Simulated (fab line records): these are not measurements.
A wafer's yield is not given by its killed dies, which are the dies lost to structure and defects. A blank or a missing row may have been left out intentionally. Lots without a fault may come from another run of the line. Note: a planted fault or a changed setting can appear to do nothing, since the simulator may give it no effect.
Code-filled problem report in 8D (eight disciplines) form + flow ritCmos + the parts of the form that need people (team, actions taken, sign-off) are left out

== 1. WHAT IS WRONG ==
NWELL_OVL at RIT_NWELL_OVL_MEAS_06 reads a mean of -180.4 nm on 12 wafers of 4 lots; wafers without a fault read -0.4 nm with a standard deviation of 1.4. So: -99 or more standard deviations from the usual mean.
First observed at day 3 17:04: wafer L328.3, on overlay-02. At this step, 48 wafers from 16 lots have a number in the record. By rule, "out" or "out of limits" means more than 4 standard deviations away from the usual mean. The rest of the wafers with a number are treated as sound.

== 2. WHAT IT IS; WHAT IT IS NOT ==
| question                    | is                     | is not                                                                                       |
|-----------------------------|------------------------|----------------------------------------------------------------------------------------------|
| which readings at this step | NWELL_OVL              | -                                                                                            |
| which lots                  | L328, L330, L331, L332 | L320, L321, L322, L323, L324, L325, L326, L334, L338, L339, L340, L342                       |
| which wafers of those lots  | all that have a number | -                                                                                            |
| read on which gauges        | overlay-01, overlay-02 | -                                                                                            |
| when                        | from day 3 17:04       | up to then (21 sound wafers); but 15 sound wafers of L334, L338, L339, L340, L342 came after |

== 3. SUSPECTS, AND WHAT RULES EACH OUT ==
Counting: a tool at a process step up to the reading stays a suspect if it ran every lot that is out and no sound lot after the first of them.
- the gauge at RIT_NWELL_OVL_MEAS_06: ruled out. 2 gauges (overlay-01, overlay-02) read the wafers that are out.
- ilineStepper-02 at RIT_NWELL_EXPOSE_03 (exposes mask M2, target cd 43900 nm): kept. It ran every lot that is out, first L328 (day 3 16:40), and no sound lot after that; its last sound lot up to then is L326 (day 3 01:58).
Left after counting: ilineStepper-02 at RIT_NWELL_EXPOSE_03.

== 4. THE CAUSE (what the simulator had put in) ==
Scanner matching overlay: ilineStepper-02, from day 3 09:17 on, at RIT_NWELL_EXPOSE_03. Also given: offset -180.
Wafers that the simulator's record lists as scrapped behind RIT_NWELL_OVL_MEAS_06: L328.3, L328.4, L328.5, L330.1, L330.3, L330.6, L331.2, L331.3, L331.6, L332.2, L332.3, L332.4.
Only this tool survived the counting.

== 5. THE CHAIN OF EFFECTS, in route order ==
Each row: a reading whose mean over the struck wafers that have a number lies more than 3 standard deviations from the usual. Scope: only readings with a usual standard deviation given in the record; hours: median across lots of the time from each lot's start at the first step in this table that gives one to its start at this step; sigmas: change in usual standard deviations.
| hours | step                  | reading   | usual   | on struck wafers | change | sigmas      |
|-------|-----------------------|-----------|---------|------------------|--------|-------------|
| 0     | RIT_NWELL_OVL_MEAS_06 | NWELL_OVL | -0.4 nm | -180.4           | -180.0 | -99 or more |

== 6. WHAT WOULD HAVE CAUGHT IT SOONER ==
Counted from the fault's start at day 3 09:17, it took 8 hours until the first out-of-limits reading at a measuring or inspecting step in this record, taken at day 3 17:04.
No tool reading at RIT_NWELL_EXPOSE_03 that has a usual standard deviation in the record was out on any struck wafer, so an alarm limit of 4 standard deviations on those readings would not have fired.
Among the 4 lots that are out, L330, L331, L332 began RIT_NWELL_EXPOSE_03 on ilineStepper-02 after day 3 17:04. A hold on the tool at that time would have spared those 3.
